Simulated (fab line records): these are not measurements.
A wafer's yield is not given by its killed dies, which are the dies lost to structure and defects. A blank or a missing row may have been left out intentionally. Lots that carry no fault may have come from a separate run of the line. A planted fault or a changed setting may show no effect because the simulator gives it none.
fab line records ; flow ritCmos
record: lots: 14; wafers: 42; lastDay: 6
route steps=202 shown NSD@140 CONTACT@180 M1@192
lots that met no fault: from a run of the same line without faults
startH: hours from the record's opening day to when the first of the lot's shown wafers began ; waitH: hours since the lot's step before ; " identical to the entry in the row above ; L1.1+2: a row that stands for several wafers ; - value missing, or start not given ; * or withheld: withheld ; < > ~ a bound
route shown NAME@n: NAME is a module with steps in the file, n the number in the route of the first one ; usual: the fault-free wafers' mean and standard deviation ; same: alike in all rows ; chamber/n: place in a boat ; sites: the reading at each site ; _std_site: standard deviation of those values ; _edge_site: inner sites' mean taken away from outer sites' mean ; radiusMm: for every site, how far away it sits from the centre of the wafer ; mask NAME#n: copy n ; behind: the last tool/chamber to shape the wafer ; hold: reason for holding the lot/hours on hold/outcome of the hold ; device: the n, p or np transistor that did not switch ; end of line: the same wafers' tests at the end of the route ; for a step that has no rows: nothing shown but its recipe ; killed: count of dies lost to structure and defects at first sort (not the wafer's yield) ; map: a wafer's dies, marking killed ones x, the rest . and places with no die _
set.NAME: the setting that was run; set.NAME@STEP: the one run at that earlier step ; model.NAME: the simulator's own value behind a step, which no gauge read
a sample of lots followed through the steps of the route, with each step as a table and each wafer as a row
services: from which hour (startH, from the record's first day; less than 0 if before it) a tool's chamber was out of use, for how many hours, and why
== steps ==
step: RIT_NSD_STRIP_09
recipe: chemistry: O2; timeS: 180; resist: NOVOLAK; platenTempC: withheld; powerW: 500; pressureMtorr: 4000; o2FlowSccm: 4000
usual: drypumpMotorCurrentA: 5.6/0.47
lot.wafer;tool;chamber;startH;waitH;drypumpMotorCurrentA;rfHoursCounterH
L573.3;plasmaAsher-01;1;50.40;0.1;5.8;-
L573.4;plasmaAsher-01;0;50.40;0.1;4.8;-
L573.6;plasmaAsher-01;0;50.40;0.1;4.8;-
L574.1;plasmaAsher-01;0;52.48;0.1;4.8;41
L574.4;plasmaAsher-01;0;52.48;0.1;4.8;-
L574.5;plasmaAsher-01;1;52.48;0.1;5.7;-
L575.3;plasmaAsher-04;0;56.58;0.1;6.0;-
L575.5;plasmaAsher-04;0;56.58;0.1;6.0;-
L575.6;plasmaAsher-04;1;56.58;0.1;5.4;-
L576.1;plasmaAsher-02;0;62.04;0.1;5.2;43
L576.2;plasmaAsher-02;1;62.04;0.1;6.2;43
L576.5;plasmaAsher-02;1;62.04;0.1;6.2;-
L577.2;plasmaAsher-02;0;66.56;0.1;5.2;43
L577.3;plasmaAsher-02;0;66.56;0.1;5.2;-
L577.4;plasmaAsher-02;1;66.56;0.1;6.2;-
L578.1;plasmaAsher-01;0;74.27;0.1;4.8;44
L578.2;plasmaAsher-01;1;74.27;0.1;5.7;44
L578.3;plasmaAsher-01;1;74.27;0.1;5.7;-
L579.2;plasmaAsher-02;1;77.54;0.1;6.2;44
L579.4;plasmaAsher-02;1;77.54;0.1;6.2;-
L579.6;plasmaAsher-02;0;77.54;0.1;5.2;-
L581.1;plasmaAsher-02;1;86.46;0.1;6.2;45
L581.2;plasmaAsher-02;0;86.46;0.1;5.2;45
L581.5;plasmaAsher-02;1;86.46;0.1;6.2;-
L582.1;plasmaAsher-04;0;92.03;0.1;6.1;31
L582.2;plasmaAsher-04;1;92.03;0.1;5.4;31
L582.5;plasmaAsher-04;1;92.03;0.1;5.4;-
L585.1;plasmaAsher-01;0;110.98;0.1;4.8;48
L585.2;plasmaAsher-01;1;110.98;0.1;5.7;48
L585.5;plasmaAsher-01;1;110.98;0.1;5.8;-
L588.3;plasmaAsher-02;0;123.72;0.1;5.2;-
L588.5;plasmaAsher-02;0;123.72;0.1;5.2;-
L588.6;plasmaAsher-02;1;123.72;0.1;6.2;-
L590.3;plasmaAsher-04;0;133.39;0.1;6.1;-
L590.4;plasmaAsher-04;1;133.39;0.1;5.4;-
L590.6;plasmaAsher-04;1;133.39;0.1;5.4;-
L591.1;plasmaAsher-04;0;136.97;0.1;6.0;37
L591.4;plasmaAsher-04;1;136.97;0.1;5.4;-
L591.5;plasmaAsher-04;0;136.97;0.1;6.0;-
L592.2;plasmaAsher-01;1;143.24;0.1;5.8;52
L592.3;plasmaAsher-01;1;143.24;0.1;5.8;-
L592.5;plasmaAsher-01;1;143.24;0.1;5.8;-
step: RIT_CONTACT_STRIP_12
recipe: chemistry: O2; timeS: 180; resist: NOVOLAK; platenTempC: withheld; powerW: 500; pressureMtorr: 4000; o2FlowSccm: 4000
usual: drypumpMotorCurrentA: 5.5/0.52
lot.wafer;tool;chamber;startH;waitH;drypumpMotorCurrentA;rfHoursCounterH
L573.3;plasmaAsher-01;1;55.29;0.2;5.7;-
L573.4;plasmaAsher-01;0;55.29;0.2;4.8;-
L573.6;plasmaAsher-01;1;55.29;0.2;5.7;-
L574.1;plasmaAsher-02;1;57.33;0.1;6.2;42
L574.4;plasmaAsher-02;0;57.33;0.1;5.2;-
L574.5;plasmaAsher-02;1;57.33;0.1;6.2;-
L575.3;plasmaAsher-01;1;61.47;0.2;5.7;-
L575.5;plasmaAsher-01;0;61.47;0.2;4.8;-
L575.6;plasmaAsher-01;1;61.47;0.2;5.7;-
L576.1;plasmaAsher-01;0;67.12;0.1;4.8;43
L576.2;plasmaAsher-01;1;67.12;0.1;5.8;43
L576.5;plasmaAsher-01;0;67.12;0.1;4.8;-
L577.2;plasmaAsher-01;0;71.55;0.1;4.8;44
L577.3;plasmaAsher-01;0;71.55;0.1;4.8;-
L577.4;plasmaAsher-01;1;71.55;0.1;5.8;-
L578.1;plasmaAsher-01;0;79.18;0.1;4.8;45
L578.2;plasmaAsher-01;1;79.18;0.1;5.8;45
L578.3;plasmaAsher-01;0;79.18;0.1;4.8;-
L579.2;plasmaAsher-02;1;82.41;0.1;6.2;45
L579.4;plasmaAsher-02;0;82.41;0.1;5.2;-
L579.6;plasmaAsher-02;0;82.41;0.1;5.2;-
L581.1;plasmaAsher-02;0;91.60;0.1;5.2;46
L581.2;plasmaAsher-02;1;91.60;0.1;6.2;46
L581.5;plasmaAsher-02;1;91.60;0.1;6.2;-
L582.1;plasmaAsher-01;1;96.71;0.1;5.8;47
L582.2;plasmaAsher-01;0;96.71;0.1;4.8;47
L582.5;plasmaAsher-01;1;96.71;0.1;5.8;-
L585.1;plasmaAsher-03;1;115.75;0.1;6.1;44
L585.2;plasmaAsher-03;0;115.75;0.1;5.0;44
L585.5;plasmaAsher-03;0;115.75;0.1;5.0;-
L588.3;plasmaAsher-02;1;128.53;0.2;6.2;-
L588.5;plasmaAsher-02;1;128.53;0.2;6.2;-
L588.6;plasmaAsher-02;0;128.53;0.2;5.2;-
L590.3;plasmaAsher-01;1;138.32;0.2;5.8;-
L590.4;plasmaAsher-01;0;138.32;0.2;4.8;-
L590.6;plasmaAsher-01;0;138.32;0.2;4.8;-
L591.1;plasmaAsher-03;1;142.05;0.1;6.1;47
L591.4;plasmaAsher-03;0;142.05;0.1;5.0;-
L591.5;plasmaAsher-03;1;142.05;0.1;6.1;-
L592.2;plasmaAsher-01;0;148.15;0.1;4.8;52
L592.3;plasmaAsher-01;1;148.15;0.1;5.7;-
L592.5;plasmaAsher-01;1;148.15;0.1;5.8;-
step: RIT_CONTACT_CD_MEAS_90
recipe: targetCdNm: 1000
usual: cdNm: 999.8/2.4
lot.wafer;tool;chamber;startH;waitH;cdNm
L573.3;cdSem-01;-;55.45;0.1;1002.5
L573.4;cdSem-01;-;55.45;0.1;1002.4
L573.6;cdSem-01;-;55.45;0.1;1001.5
L574.1;cdSem-01;-;57.50;0.1;999.6
L574.4;cdSem-01;-;57.50;0.1;1002.4
L574.5;cdSem-01;-;57.50;0.1;1002.8
L575.3;cdSem-01;-;61.63;0.1;1005.4
L575.5;cdSem-01;-;61.63;0.1;1004.6
L575.6;cdSem-01;-;61.63;0.1;1005.9
L576.1;cdSem-01;-;67.29;0.1;1000.9
L576.2;cdSem-01;-;67.29;0.1;1001.0
L576.5;cdSem-01;-;67.29;0.1;998.4
L577.2;cdSem-01;-;71.75;0.1;994.7
L577.3;cdSem-01;-;71.75;0.1;998.3
L577.4;cdSem-01;-;71.75;0.1;998.1
L578.1;cdSem-02;-;79.35;0.1;1000.8
L578.2;cdSem-02;-;79.35;0.1;999.1
L578.3;cdSem-02;-;79.35;0.1;998.9
L579.2;cdSem-01;-;82.61;0.1;998.8
L579.4;cdSem-01;-;82.61;0.1;1001.1
L579.6;cdSem-01;-;82.61;0.1;1001.6
L581.1;cdSem-01;-;91.77;0.1;999.8
L581.2;cdSem-01;-;91.77;0.1;1000.4
L581.5;cdSem-01;-;91.77;0.1;999.4
L582.1;cdSem-01;-;96.89;0.1;1000.4
L582.2;cdSem-01;-;96.89;0.1;1001.4
L582.5;cdSem-01;-;96.89;0.1;998.4
L585.1;cdSem-02;-;115.93;0.1;998.4
L585.2;cdSem-02;-;115.93;0.1;997.1
L585.5;cdSem-02;-;115.93;0.1;996.9
L588.3;cdSem-02;-;128.69;0.1;1000.4
L588.5;cdSem-02;-;128.69;0.1;1001.3
L588.6;cdSem-02;-;128.69;0.1;1001.2
L590.3;cdSem-02;-;138.48;0.1;1001.6
L590.4;cdSem-02;-;138.48;0.1;1003.8
L590.6;cdSem-02;-;138.48;0.1;1000.5
L591.1;cdSem-02;-;142.22;0.1;1000.8
L591.4;cdSem-02;-;142.22;0.1;999.4
L591.5;cdSem-02;-;142.22;0.1;999.0
L592.2;cdSem-02;-;148.35;0.1;999.5
L592.3;cdSem-02;-;148.35;0.1;1000.6
L592.5;cdSem-02;-;148.35;0.1;1000.9
step: RIT_M1_DEVELOP_08
recipe: resist: NOVOLAK; developTimeS: 64.68; devTempC: 23
usual: developerTempC: 22.99/0.11
lot.wafer;tool;chamber;startH;waitH;developerTempC
L573.3;lithoTrack-04;0;57;-;23.05
L573.4;lithoTrack-04;0;57;-;23.23
L573.6;lithoTrack-04;0;57;-;23.16
L574.1;lithoTrack-04;0;59;-;22.95
L574.4;lithoTrack-04;0;59;-;22.86
L574.5;lithoTrack-04;0;59;-;23.12
L575.3;lithoTrack-02;0;63;-;23.14
L575.5;lithoTrack-02;0;63;-;23.01
L575.6;lithoTrack-02;0;63;-;23.03
L576.1;lithoTrack-01;0;69;-;22.88
L576.2;lithoTrack-01;0;69;-;23.06
L576.5;lithoTrack-01;0;69;-;23.06
L577.2;lithoTrack-01;0;73;-;23.11
L577.3;lithoTrack-01;0;73;-;23.13
L577.4;lithoTrack-01;0;73;-;23.09
L578.1;lithoTrack-04;0;81;-;22.96
L578.2;lithoTrack-04;0;81;-;22.75
L578.3;lithoTrack-04;0;81;-;22.93
L579.2;lithoTrack-02;0;84;-;22.92
L579.4;lithoTrack-02;0;84;-;23.01
L579.6;lithoTrack-02;0;84;-;22.94
L581.1;lithoTrack-01;0;93;-;23.08
L581.2;lithoTrack-01;0;93;-;23.08
L581.5;lithoTrack-01;0;93;-;23.07
L582.1;lithoTrack-04;0;98;-;22.90
L582.2;lithoTrack-04;0;98;-;22.99
L582.5;lithoTrack-04;0;98;-;22.87
L585.1;lithoTrack-04;0;117;-;23.86
L585.2;lithoTrack-04;0;117;-;23.73
L585.5;lithoTrack-04;0;117;-;23.50
L588.3;lithoTrack-01;0;130;-;22.75
L588.5;lithoTrack-01;0;130;-;22.74
L588.6;lithoTrack-01;0;130;-;22.93
L590.3;lithoTrack-04;0;140;-;23.45
L590.4;lithoTrack-04;0;140;-;23.70
L590.6;lithoTrack-04;0;140;-;23.60
L591.1;lithoTrack-01;0;144;-;23.13
L591.4;lithoTrack-01;0;144;-;22.94
L591.5;lithoTrack-01;0;144;-;22.89
L592.2;lithoTrack-01;0;150;-;22.97
L592.3;lithoTrack-01;0;150;-;22.93
L592.5;lithoTrack-01;0;150;-;23.05
step: RIT_M1_PROBE_99
usual: defectLimitedYield: 97.2/1.1; killed_at_M0_to_M3: 0.0/0.083; killedAtContacts: 0.1/0.36; killedAtFrontEnd: 7.2/2.9; killedDies: 7.4/2.9; killedOpen: 3.8/2; killedShort: 3.5/2; sort_bin_3_pad_short: 0.1/0.2; sort_bin_5_function: 1.7/0.83; sort_bin_6_memory: 1.0/0.61; sortNPass: 256.6/2.9; sortYieldPct: 97.2/1.1
same: grossDies: 264; killed_at_M4_up: 0; killedAtBackSide: 0; killedAtOther: 0
lot.wafer;tool;chamber;startH;waitH;defectLimitedYield[%];killed_at_M0_to_M3;killedAtContacts;killedAtFrontEnd;killedDies;killedOpen;killedShort;sort_bin_3_pad_short[%];sort_bin_5_function[%];sort_bin_6_memory[%];sortNPass;sortYieldPct[%]
L573.3;prober-02;-;60.07;0.2;94.7;0;1;13;14;5;9;0.4;3.0;1.9;250.0;94.7
L573.4;prober-02;-;60.12;0.2;96.6;0;0;9;9;4;5;0.4;1.5;1.5;255.0;96.6
L573.6;prober-02;-;60.22;0.2;97.7;0;0;6;6;3;3;0;1.5;0.8;258.0;97.7
L574.1;prober-01;-;62.36;0.1;97.3;0;0;7;7;2;5;0;2.3;0.4;257.0;97.3
L574.4;prober-01;-;62.51;0.2;96.2;0;0;10;10;5;5;0;1.9;1.9;254.0;96.2
L574.5;prober-01;-;62.56;0.2;94.7;0;0;14;14;10;4;0.4;2.3;2.7;250.0;94.7
L575.3;prober-02;-;66.43;0.2;98.9;0;0;3;3;1;2;0.4;0.8;0;261.0;98.9
L575.5;prober-02;-;66.53;0.2;95.8;0;0;11;11;6;5;0;3.4;0.8;253.0;95.8
L575.6;prober-02;-;66.58;0.2;99.2;0;0;2;2;1;1;0;0.4;0.4;262.0;99.2
L576.1;prober-01;-;71.90;0.1;95.8;0;0;11;11;5;6;0.8;3.0;0.4;253.0;95.8
L576.2;prober-01;-;71.95;0.1;96.2;0;0;10;10;6;4;0;2.7;1.1;254.0;96.2
L576.5;prober-01;-;72.10;0.2;96.6;0;0;9;9;7;2;0.4;2.3;0.8;255.0;96.6
L577.2;prober-02;-;76.44;0.1;97.7;0;0;6;6;3;3;0;1.9;0.4;258.0;97.7
L577.3;prober-02;-;76.49;0.2;98.1;0;0;5;5;2;3;0;1.5;0.4;259.0;98.1
L577.4;prober-02;-;76.54;0.2;98.1;1;0;4;5;3;2;0;0.8;1.1;259.0;98.1
L578.1;prober-01;-;84.20;0.1;97.0;0;0;8;8;1;7;0.4;1.1;1.5;256.0;97.0
L578.2;prober-01;-;84.25;0.1;98.1;0;0;5;5;2;2;0;1.1;0.8;259.0;98.1
L578.3;prober-01;-;84.30;0.2;98.1;0;0;5;5;3;2;0.4;0.8;0.8;259.0;98.1
L579.2;prober-02;-;88.72;0.1;98.1;0;0;5;5;3;2;0;1.1;0.8;259.0;98.1
L579.4;prober-02;-;88.82;0.2;96.6;0;0;9;9;5;4;0;1.5;1.9;255.0;96.6
L579.6;prober-02;-;88.92;0.2;98.9;0;0;3;3;0;3;0.4;0;0.8;261.0;98.9
L581.1;prober-02;-;96.94;0.1;96.2;0;1;9;10;7;3;0.4;2.3;1.1;254.0;96.2
L581.2;prober-02;-;96.99;0.1;98.1;0;0;5;5;3;2;0;1.1;0.8;259.0;98.1
L581.5;prober-02;-;97.14;0.2;95.8;0;0;11;11;8;3;0;2.7;1.5;253.0;95.8
L582.1;prober-01;-;101.94;0.1;96.2;0;0;10;10;2;8;0.4;1.5;1.9;254.0;96.2
L582.2;prober-01;-;101.99;0.1;96.6;0;1;8;9;4;5;0;1.9;1.5;255.0;96.6
L582.5;prober-01;-;102.14;0.2;97.0;0;0;8;8;6;2;0;0.8;2.3;256.0;97.0
L585.1;prober-01;-;120.67;0.1;96.6;0;0;9;9;2;7;0;1.9;1.5;255.0;96.6
L585.2;prober-01;-;120.72;0.1;98.1;0;0;5;5;1;4;0;1.5;0.4;259.0;98.1
L585.5;prober-01;-;120.87;0.2;95.1;0;0;13;13;8;5;0;3.4;1.5;251.0;95.1
L588.3;prober-02;-;133.35;0.2;97.3;0;0;7;7;3;4;0;1.5;1.1;257.0;97.3
L588.5;prober-02;-;133.45;0.2;97.0;0;0;8;8;2;6;0;1.1;1.9;256.0;97.0
L588.6;prober-02;-;133.50;0.2;98.5;0;0;4;4;2;2;0.4;0.4;0.8;260.0;98.5
L590.3;prober-02;-;143.21;0.2;97.7;0;0;6;6;2;4;0;1.5;0.8;258.0;97.7
L590.4;prober-02;-;143.26;0.2;98.1;0;0;5;5;3;2;0;1.5;0.4;259.0;98.1
L590.6;prober-02;-;143.36;0.2;97.7;0;0;6;6;2;4;0;0.8;1.5;258.0;97.7
L591.1;prober-01;-;147.11;0.1;98.9;0;0;3;3;3;0;0;1.1;0;261.0;98.9
L591.4;prober-01;-;147.26;0.2;98.5;0;0;4;4;2;1;0;0.8;0.8;260.0;98.5
L591.5;prober-01;-;147.31;0.2;97.3;0;0;7;7;2;4;0.4;1.1;1.1;257.0;97.3
L592.2;prober-02;-;153.07;0.1;97.0;0;0;8;8;2;6;0;1.9;1.1;256.0;97.0
L592.3;prober-02;-;153.12;0.2;95.1;0;0;13;13;6;7;0;3.0;1.9;251.0;95.1
L592.5;prober-02;-;153.22;0.2;96.2;0;0;10;10;3;7;0;2.7;1.1;254.0;96.2
killed by level:class
L573.3 GATE:geometricParticle:short=3 SPACER:geometricParticle:short=3 FOX1:geometricParticle:short=2 GATE:geometricParticle:open=2 SPACER:geometricParticle:open=1 SILICIDE:geometricParticle:short=1 SILICIDE:geometricParticle:open=1 CONTACT:geometricParticle:open=1
L573.4 REOX:geometricParticle:open=2 ACTIVE:geometricParticle:short=1 FOX1:geometricParticle:open=1 FOX2:geometricParticle:short=1 GATE:geometricParticle:short=1 GATE:geometricParticle:open=1 REOX:geometricParticle:short=1 SILICIDE:geometricParticle:short=1
L573.6 GATE:geometricParticle:short=2 SPACER:geometricParticle:open=2 GATE:geometricParticle:open=1 REOX:geometricParticle:short=1
L574.1 GATE:geometricParticle:short=3 GATE:geometricParticle:open=1 REOX:geometricParticle:open=1 SPACER:geometricParticle:short=1 SILICIDE:geometricParticle:short=1
L574.4 GATE:geometricParticle:open=3 GATE:geometricParticle:short=2 SILICIDE:geometricParticle:short=2 ACTIVE:geometricParticle:open=1 FOX2:geometricParticle:short=1 REOX:geometricParticle:open=1
L574.5 GATE:geometricParticle:open=5 SPACER:geometricParticle:open=2 SILICIDE:geometricParticle:open=2 FOX2:geometricParticle:short=1 GATE:geometricParticle:short=1 REOX:geometricParticle:short=1 REOX:geometricParticle:open=1 SPACER:geometricParticle:short=1
L575.3 GATE:geometricParticle:open=1 GATE:geometricParticle:short=1 SPACER:geometricParticle:short=1
L575.5 GATE:geometricParticle:short=3 GATE:geometricParticle:open=2 SPACER:geometricParticle:open=2 FOX1:geometricParticle:short=1 FOX2:geometricParticle:short=1 FOX2:geometricParticle:open=1 REOX:geometricParticle:open=1
L575.6 GATE:geometricParticle:short=1 SILICIDE:geometricParticle:open=1
L576.1 GATE:geometricParticle:open=2 SPACER:geometricParticle:open=2 SILICIDE:geometricParticle:short=2 FOX1:geometricParticle:short=1 FOX2:geometricParticle:short=1 GATE:geometricParticle:short=1 SPACER:geometricParticle:short=1 SILICIDE:geometricParticle:open=1
L576.2 SPACER:geometricParticle:open=2 SPACER:geometricParticle:short=2 SILICIDE:geometricParticle:open=2 GATE:geometricParticle:open=1 GATE:geometricParticle:short=1 REOX:geometricParticle:open=1 SILICIDE:geometricParticle:short=1
L576.5 SPACER:geometricParticle:open=3 FOX1:geometricParticle:open=1 GATE:geometricParticle:open=1 GATE:geometricParticle:short=1 REOX:geometricParticle:short=1 REOX:geometricParticle:open=1 SILICIDE:geometricParticle:open=1
L577.2 FOX1:geometricParticle:open=1 FOX2:geometricParticle:short=1 GATE:geometricParticle:short=1 REOX:geometricParticle:open=1 SPACER:geometricParticle:open=1 SPACER:geometricParticle:short=1
L577.3 GATE:geometricParticle:open=2 FOX2:geometricParticle:short=1 SPACER:geometricParticle:short=1 SILICIDE:geometricParticle:short=1
L577.4 FOX2:geometricParticle:short=1 GATE:geometricParticle:short=1 GATE:geometricParticle:open=1 SILICIDE:geometricParticle:open=1 M1:geometricParticle:open=1
L578.1 FOX1:geometricParticle:short=3 SPACER:geometricParticle:short=2 FOX2:geometricParticle:open=1 FOX2:geometricParticle:short=1 GATE:geometricParticle:short=1
L578.2 GATE:geometricParticle:open=2 REOX:geometricParticle:short=1 SPACER:geometricParticle:short=1 ACTIVE:coatMicrobubblePrinted=1
L578.3 SPACER:geometricParticle:open=2 FOX1:geometricParticle:open=1 FOX1:geometricParticle:short=1 SPACER:geometricParticle:short=1
L579.2 FOX1:geometricParticle:short=1 FOX1:geometricParticle:open=1 GATE:geometricParticle:open=1 SILICIDE:geometricParticle:short=1 SILICIDE:geometricParticle:open=1
L579.4 FOX1:geometricParticle:short=2 REOX:geometricParticle:open=2 GATE:geometricParticle:open=1 REOX:geometricParticle:short=1 SPACER:geometricParticle:open=1 SILICIDE:geometricParticle:open=1 SILICIDE:geometricParticle:short=1
L579.6 FOX1:geometricParticle:short=2 GATE:geometricParticle:short=1
L581.1 GATE:geometricParticle:open=3 GATE:geometricParticle:short=2 REOX:geometricParticle:open=2 FOX1:geometricParticle:short=1 SPACER:geometricParticle:open=1 CONTACT:geometricParticle:open=1
L581.2 FOX2:geometricParticle:open=1 FOX2:geometricParticle:short=1 GATE:geometricParticle:short=1 SPACER:geometricParticle:open=1 SILICIDE:geometricParticle:open=1
L581.5 FOX1:geometricParticle:open=3 GATE:geometricParticle:open=3 SPACER:geometricParticle:open=2 FOX1:geometricParticle:short=1 GATE:geometricParticle:short=1 REOX:geometricParticle:short=1
L582.1 SPACER:geometricParticle:short=3 FOX1:geometricParticle:short=2 ACTIVE:geometricParticle:short=1 GATE:geometricParticle:open=1 GATE:geometricParticle:short=1 REOX:geometricParticle:short=1 SPACER:geometricParticle:open=1
L582.2 GATE:geometricParticle:open=3 GATE:geometricParticle:short=2 FOX1:geometricParticle:short=1 REOX:geometricParticle:short=1 SILICIDE:geometricParticle:open=1 CONTACT:geometricParticle:short=1
L582.5 GATE:geometricParticle:open=2 GATE:geometricParticle:short=2 REOX:geometricParticle:open=2 FOX2:geometricParticle:open=1 SPACER:geometricParticle:open=1
L585.1 FOX2:geometricParticle:short=2 GATE:geometricParticle:short=2 ACTIVE:geometricParticle:short=1 FOX1:geometricParticle:short=1 GATE:geometricParticle:open=1 SPACER:geometricParticle:short=1 SPACER:geometricParticle:open=1
L585.2 GATE:geometricParticle:short=2 FOX1:geometricParticle:open=1 SPACER:geometricParticle:short=1 SILICIDE:geometricParticle:short=1
L585.5 FOX1:geometricParticle:open=3 FOX1:geometricParticle:short=2 SPACER:geometricParticle:open=2 GATE:geometricParticle:open=1 GATE:geometricParticle:short=1 REOX:geometricParticle:open=1 SPACER:geometricParticle:short=1 SILICIDE:geometricParticle:short=1
L588.3 GATE:geometricParticle:open=2 SPACER:geometricParticle:short=2 FOX2:geometricParticle:short=1 GATE:geometricParticle:short=1 REOX:geometricParticle:open=1
L588.5 FOX2:geometricParticle:short=2 GATE:geometricParticle:short=2 REOX:geometricParticle:short=2 GATE:geometricParticle:open=1 SPACER:geometricParticle:open=1
L588.6 FOX2:geometricParticle:open=1 GATE:geometricParticle:open=1 SPACER:geometricParticle:short=1 SILICIDE:geometricParticle:short=1
L590.3 GATE:geometricParticle:open=2 GATE:geometricParticle:short=1 REOX:geometricParticle:short=1 SPACER:geometricParticle:short=1 SILICIDE:geometricParticle:short=1
L590.4 REOX:geometricParticle:open=3 REOX:geometricParticle:short=1 SPACER:geometricParticle:short=1
L590.6 SPACER:geometricParticle:short=3 REOX:geometricParticle:open=1 REOX:geometricParticle:short=1 SPACER:geometricParticle:open=1
L591.1 FOX1:geometricParticle:open=1 GATE:geometricParticle:open=1 REOX:geometricParticle:open=1
L591.4 FOX1:geometricParticle:short=1 FOX2:geometricParticle:open=1 SPACER:geometricParticle:open=1 NLDD:coatMicrobubblePrinted=1
L591.5 GATE:geometricParticle:short=3 GATE:geometricParticle:open=2 REOX:geometricParticle:short=1 NLDD:coatMicrobubblePrinted=1
L592.2 GATE:geometricParticle:short=3 FOX1:geometricParticle:short=2 GATE:geometricParticle:open=2 SPACER:geometricParticle:short=1
L592.3 GATE:geometricParticle:open=4 GATE:geometricParticle:short=2 SPACER:geometricParticle:short=2 SILICIDE:geometricParticle:short=2 FOX1:geometricParticle:short=1 REOX:geometricParticle:open=1 SILICIDE:geometricParticle:open=1
L592.5 GATE:geometricParticle:short=4 ACTIVE:geometricParticle:short=1 FOX1:geometricParticle:open=1 GATE:geometricParticle:open=1 SPACER:geometricParticle:short=1 SILICIDE:geometricParticle:short=1 SILICIDE:geometricParticle:open=1
== services ==
tool;chamber;startH;hours;kind
plasmaAsher-03;-;32.97;16.7;repair
plasmaAsher-04;-;46.32;3.4;repair
plasmaAsher-03;-;62.75;3.1;repair
plasmaAsher-03;-;66.82;15.6;pm
plasmaAsher-02;-;107.56;3.9;repair
plasmaAsher-04;-;108.75;1.5;repair
plasmaAsher-02;-;111.42;9.0;pm
plasmaAsher-02;0;111.42;9.0;ventCycle
plasmaAsher-02;1;111.42;9.0;ventCycle
plasmaAsher-02;0;120.42;-;clean
plasmaAsher-02;1;120.42;-;clean
== key ==
firstSign: step: RIT_M1_DEVELOP_08; reading: developerTempC; direction: up; sigmas: 6; usual: *; struck: *
effect none on later readings
metAt RIT_M1_DEVELOP_08
struckLots L585,L590
loopTrim: step: RIT_M1_EXPOSE_06; setting: dose; lots: L590
notActingAt RIT_NSD_STRIP_09,RIT_CONTACT_STRIP_12,RIT_CONTACT_CD_MEAS_90
onsetBetween 98 117
fault: kind: processParameterDrift; tool: lithoTrack-04; chamber: -; onsetH: 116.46; steps: RIT_M1_DEVELOP_08; channel: devTempC; offset: *; shape: step; endH: 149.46; actsIn: *; stated: *
loopTrim: a control loop set the setting to another value than it would have without faults
